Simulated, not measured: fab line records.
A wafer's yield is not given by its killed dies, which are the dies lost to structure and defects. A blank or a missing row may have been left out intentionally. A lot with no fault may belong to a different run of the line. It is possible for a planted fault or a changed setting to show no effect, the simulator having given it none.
fab line records    flow ritCmos
record lots=13  wafers=39  lastDay=7
route steps=202 shown SDANNEAL@155 M1@202
lots untouched by any fault: they come from a run of this same line in which no faults occurred
startH: the number of hours between the record's first day and the start of the first shown wafer of the lot    waitH: hours elapsed since this lot's preceding step    " repeats the value in the row above    L1.1+2: one row covering several wafers at once    - no value, or no start given    * or withheld: withheld    < > ~ a bound
route shown NAME@n: names a module that has steps shown in the file, with the first one's number in the route    usual: mean/standard deviation of fault-free wafers    same: alike in all rows    chamber/n: place in a boat    sites: each site's reading    _std_site: the values' standard deviation    _edge_site: inner sites' mean taken away from outer sites' mean    radiusMm: for every site, how far away it sits from the centre of the wafer    mask NAME#n: copy n    behind: tool/chamber where the wafer was last shaped    hold: cause of the lot's hold/its duration in hours/its outcome    device: the transistor (n, p or np) that didn't switch    end of line: tests run on the same wafers once the route is complete    a step without rows: its recipe alone    killed: at the first sort, the dies lost to defects and structure; wafer yield is something else    map: shows each die of a wafer: x if killed, . if not, _ if none is there
set.NAME: setting as actually run; set.NAME@STEP: the setting as run at that earlier step    model.NAME: the simulator's own value behind a step, which no gauge read
a sample of lots followed through the steps of the route, with each step as a table and each wafer as a row
## steps
# step RIT_SDANNEAL_CLEAN_02
# recipe chemistry=SC2  mix=3:3:50  timeS=600  tempC=75  dry=n2Spin
# usual runLengthS=628/3.2
lot.wafer  tool         chamber  startH  waitH  runLengthS
L793.4     wetBench-01  2        54.77   0.0    627
L793.5     "            2        "       "      627
L793.6     "            2        "       "      627
L794.1     wetBench-04  0        59.72   0.0    626
L794.2     "            0        "       "      626
L794.3     "            0        "       "      626
L796.1     wetBench-01  1        69.52   0.0    626
L796.4     "            1        "       "      626
L796.6     "            1        "       "      626
L797.2     wetBench-01  1        73.71   0.0    634
L797.4     "            1        "       "      634
L797.5     "            1        "       "      634
L798.1     wetBench-02  1        78.37   0.0    627
L798.2     "            1        "       "      627
L798.6     "            1        "       "      627
L799.2     wetBench-04  2        84.35   0.0    626
L799.4     "            2        "       "      626
L799.5     "            2        "       "      626
L800.3     wetBench-02  1        90.11   0.0    628
L800.5     "            1        "       "      628
L800.6     "            1        "       "      628
L802.2     wetBench-02  1        98.79   0.0    627
L802.5     "            1        "       "      627
L802.6     "            1        "       "      627
L806.3     wetBench-04  3        119.73  0.0    527
L806.5     "            3        "       "      527
L806.6     "            3        "       "      527
L810.3     wetBench-04  0        139.14  0.0    626
L810.5     "            0        "       "      626
L810.6     "            0        "       "      626
L812.2     wetBench-01  2        149.79  0.0    628
L812.3     "            2        "       "      628
L812.5     "            2        "       "      628
L814.1     wetBench-01  0        158.78  0.0    626
L814.3     "            0        "       "      626
L814.4     "            0        "       "      626
L815.1     wetBench-02  2        163.32  0.0    633
L815.2     "            2        "       "      633
L815.3     "            2        "       "      633
# step RIT_M1_PROBE_99
# usual killed_at_M0_to_M3=0.0/0.14  killedAtContacts=0.1/0.36  killedAtFrontEnd=7/3.4  killedDies=7/3.4  killedOpen=3.3/2  killedShort=3.8/2.4
# same grossDies=264  killed_at_M4_up=0  killedAtBackSide=0  killedAtOther=0
lot.wafer  tool       chamber  startH  waitH  killed_at_M0_to_M3  killedAtContacts  killedAtFrontEnd  killedDies  killedOpen  killedShort
L800.3     prober-02  -        97.95   0.2    0                   0                 11                11          7           4
L800.5     prober-02  -        98.05   0.2    0                   0                 4                 4           1           3
L800.6     prober-02  -        98.10   0.2    0                   0                 4                 4           2           2
L806.3     prober-02  -        127.55  0.2    0                   0                 6                 6           5           1
L806.5     prober-02  -        127.65  0.2    0                   0                 13                13          9           4
L806.6     prober-02  -        127.70  0.2    0                   0                 11                11          3           8
L812.2     prober-02  -        158.49  0.1    0                   0                 12                12          5           7
L812.3     prober-02  -        158.54  0.2    0                   0                 6                 6           1           5
L812.5     prober-02  -        158.64  0.2    0                   0                 11                11          6           5
# killed by level:class
L800.3 REOX:geometricParticle:short=4 REOX:geometricParticle:open=3 FOX1:geometricParticle:open=1 FOX2:geometricParticle:open=1 GATE:geometricParticle:open=1 SPACER:geometricParticle:open=1
L800.5 FOX1:geometricParticle:short=1 GATE:geometricParticle:short=1 SPACER:geometricParticle:open=1 SPACER:geometricParticle:short=1
L800.6 SPACER:geometricParticle:short=2 FOX1:geometricParticle:open=1 GATE:geometricParticle:open=1
L806.3 FOX2:geometricParticle:open=1 GATE:geometricParticle:short=1 GATE:geometricParticle:open=1 REOX:geometricParticle:open=1 SPACER:geometricParticle:open=1 SILICIDE:geometricParticle:open=1
L806.5 GATE:geometricParticle:open=4 GATE:geometricParticle:short=3 REOX:geometricParticle:open=2 SPACER:geometricParticle:open=2 SPACER:geometricParticle:short=1 SILICIDE:geometricParticle:open=1
L806.6 GATE:geometricParticle:short=3 SPACER:geometricParticle:short=2 FOX1:geometricParticle:short=1 FOX2:geometricParticle:short=1 GATE:geometricParticle:open=1 REOX:geometricParticle:short=1 SPACER:geometricParticle:open=1 SILICIDE:geometricParticle:open=1
L812.2 FOX1:geometricParticle:short=4 SILICIDE:geometricParticle:open=2 FOX1:geometricParticle:open=1 FOX2:geometricParticle:open=1 FOX2:geometricParticle:short=1 GATE:geometricParticle:short=1 SPACER:geometricParticle:short=1 SPACER:geometricParticle:open=1
L812.3 FOX1:geometricParticle:short=2 GATE:geometricParticle:short=2 FOX1:geometricParticle:open=1 SPACER:geometricParticle:short=1
L812.5 GATE:geometricParticle:short=3 GATE:geometricParticle:open=2 SPACER:geometricParticle:open=2 FOX1:geometricParticle:short=1 FOX1:geometricParticle:open=1 SPACER:geometricParticle:short=1 SILICIDE:geometricParticle:open=1
## key
firstSign step=RIT_SDANNEAL_CLEAN_02  reading=runLengthS  direction=down  sigmas=32  usual=*  struck=*
effect none on later readings
metAt RIT_SDANNEAL_CLEAN_02
struckLots L806
struckWafers L806.3,L806.5,L806.6
testerLeftOut L806
fault kind=processParameterDrift  tool=wetBench-04  chamber=3  onsetH=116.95  steps=RIT_SDANNEAL_CLEAN_02  channel=timeS  offset=*  shape=step  endH=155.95  actsIn=*  stated=*
# testerLeftOut: of these lots the tester's yield and bins aren't shown, on N5 and GAA mostly nor the transistor test; their killed dies are dies lost to structure and defects alone, not to doping, threshold or leakage, so they don't give the yield
